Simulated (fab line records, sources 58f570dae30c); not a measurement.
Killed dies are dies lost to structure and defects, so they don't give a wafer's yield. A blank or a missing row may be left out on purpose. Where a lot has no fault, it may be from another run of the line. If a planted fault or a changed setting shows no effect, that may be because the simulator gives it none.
Code-filled problem report in 8D (eight disciplines) form :: flow berkeley cmos170 :: the parts of the form that need people (team, actions taken, sign-off) are left out

## 1. PROBLEM STATEMENT
strip time to endpoint s at UCB170_PFIELD_STRIP_08 reads a mean of 22.39 s on 6 wafers of 2 lots; wafers without a fault read 21.64 s with a standard deviation of 0.056. Measured from the usual mean, that is +13 standard deviations.
The step: strips in O2.
First seen on wafer L495.2, day 7 17:21, on plasma asher-03. The record holds 42 wafers of 14 lots with a number at this step. Rule for "out" (also "out of limits"): further than 4 standard deviations from the usual mean. The rest of the wafers with a number are treated as sound.

## 2. WHAT IT IS; WHAT IT IS NOT
question: which readings at this step
is: strip time to endpoint s
is not: drypump motor current A, oes product au

question: which lots
is: L493, L495
is not: L477, L480, L482, L483, L484, L485, L486, L487, L489, L490, L491, L500

question: which wafers of those lots
is: all that have a number
is not: -

question: read on which tools
is: plasma asher-01, plasma asher-03
is not: plasma asher-02

question: when
is: from day 7 17:21
is not: up to then (33 sound wafers); but 3 sound wafers of L500 came after

## 3. THE SUSPECTS, EACH WITH WHAT RULES IT OUT
Counting: a tool at any process step up to the reading remains a suspect when it ran all the lots that are out and ran no sound lot after the first of those.
- litho track-01 at UCB170_PFIELD_COAT_01 (resist thk 900 nm): kept. It processed each lot that is out, first L495 at day 7 15:56, and no sound lot thereafter; up to then, the last sound lot it processed was L491 at day 6 19:14.
Left after counting: litho track-01 at UCB170_PFIELD_COAT_01.

## 4. THE CAUSE (what the simulator had put in)
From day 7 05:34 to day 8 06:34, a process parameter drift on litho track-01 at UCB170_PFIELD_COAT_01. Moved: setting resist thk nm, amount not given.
Counting left only this tool.

## 5. THE EFFECT CHAIN, in route order
Rows list readings where the struck wafers' mean (over those with a number) sits beyond 3 standard deviations from the usual. Only readings whose record carries a usual standard deviation are examined. hours: median over the lots of the time between each lot's start at the first step of this table that gives one and its start at this step. sigmas: the change, counted in usual standard deviations.
hours: 0
step: UCB170_PFIELD_STRIP_08
reading: strip time to endpoint s
usual: 21.64 s
on struck wafers: 22.39
change: +0.75
sigmas: +13
The process steps in it:
- UCB170_PFIELD_STRIP_08: strips in O2.

## 6. HOW IT WOULD HAVE BEEN CAUGHT EARLIER
In this record no reading fell out of limits until day 7 17:21, 12 hours after the fault had begun at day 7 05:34.
Of the tool readings at UCB170_PFIELD_COAT_01 for which the record gives a usual standard deviation, none was out on any struck wafer, so an alarm limit of 4 standard deviations on them would not have fired.
Among the 2 lots that are out, L493 began UCB170_PFIELD_COAT_01 on litho track-01 after day 7 17:21. It would have been spared by a hold on the tool at that moment.
